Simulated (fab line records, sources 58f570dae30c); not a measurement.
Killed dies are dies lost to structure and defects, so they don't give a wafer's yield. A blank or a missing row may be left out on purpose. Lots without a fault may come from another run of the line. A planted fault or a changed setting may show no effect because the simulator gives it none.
Problem report in the 8D (eight disciplines) form, filled by code | flow berkeley_cmos170 | the parts of the form that need people (team, actions taken, sign-off) are left out

1. THE PROBLEM
dose_ions_cm2 at UCB170_NVT_IMPLANT_07 reads a mean of 3e+12 on 9 wafers of 3 lots; wafers without a fault read 3e+12 with a standard deviation of 3.8e+09. That is -40 standard deviations from the usual mean.
First seen on wafer L461.1, day 10 04:45, on implanter-04. The record holds 21 wafers of 7 lots with a number at this step. Rule for "out", or "out of limits": more than 4 standard deviations from the usual mean. The other wafers with a number count as sound.

2. WHAT IT IS AND WHAT IT IS NOT
question                    | is                     | is not
which readings at this step | dose_ions_cm2          | -
which lots                  | L461, L463, L465       | L447, L454, L467, L468
which wafers of those lots  | all that have a number | -
read on which tools         | implanter-04           | implanter-01, implanter-02
when                        | from day 10 04:45      | up to then (6 sound wafers); but 6 sound wafers of L467, L468 came after

3. SUSPECTS, AND WHAT RULES EACH OUT
Counting: a tool at a process step up to the reading stays a suspect if it ran every lot that is out and no sound lot after the first of them.
- implanter-04 at UCB170_NVT_IMPLANT_07: kept. It ran every lot that is out, first L461 (day 10 04:45), and no sound lot after that; its last sound lot up to then is L454 (day 8 18:44). Its own readings are out on those wafers: dose_ions_cm2.
Left after counting: implanter-04 at UCB170_NVT_IMPLANT_07.

4. THE CAUSE (what the simulator had put in)
Process parameter drift: implanter-04, from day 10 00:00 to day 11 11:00, at UCB170_NVT_IMPLANT_07. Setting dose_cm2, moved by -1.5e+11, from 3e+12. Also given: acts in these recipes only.
Counting left only this tool.

5. THE CHAIN OF EFFECTS, in route order
Each row: a reading whose mean over the struck wafers that have a number lies more than 3 standard deviations from the usual. Only readings for which the record gives a usual standard deviation are gone through. hours: the time from each lot's start at the first step in this table that gives one to its start at this step, as a median over the lots. sigmas: the change in usual standard deviations.
hours | step                  | reading       | usual | on struck wafers | change | sigmas
0     | UCB170_NVT_IMPLANT_07 | dose_ions_cm2 | 3e+12 | 3e+12            | -2e+11 | -40
The process steps in it:
- UCB170_NVT_IMPLANT_07

6. WHAT WOULD HAVE CAUGHT IT SOONER
In this record the first reading out of limits was taken at day 10 04:45, 5 hours after the fault began at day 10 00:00.
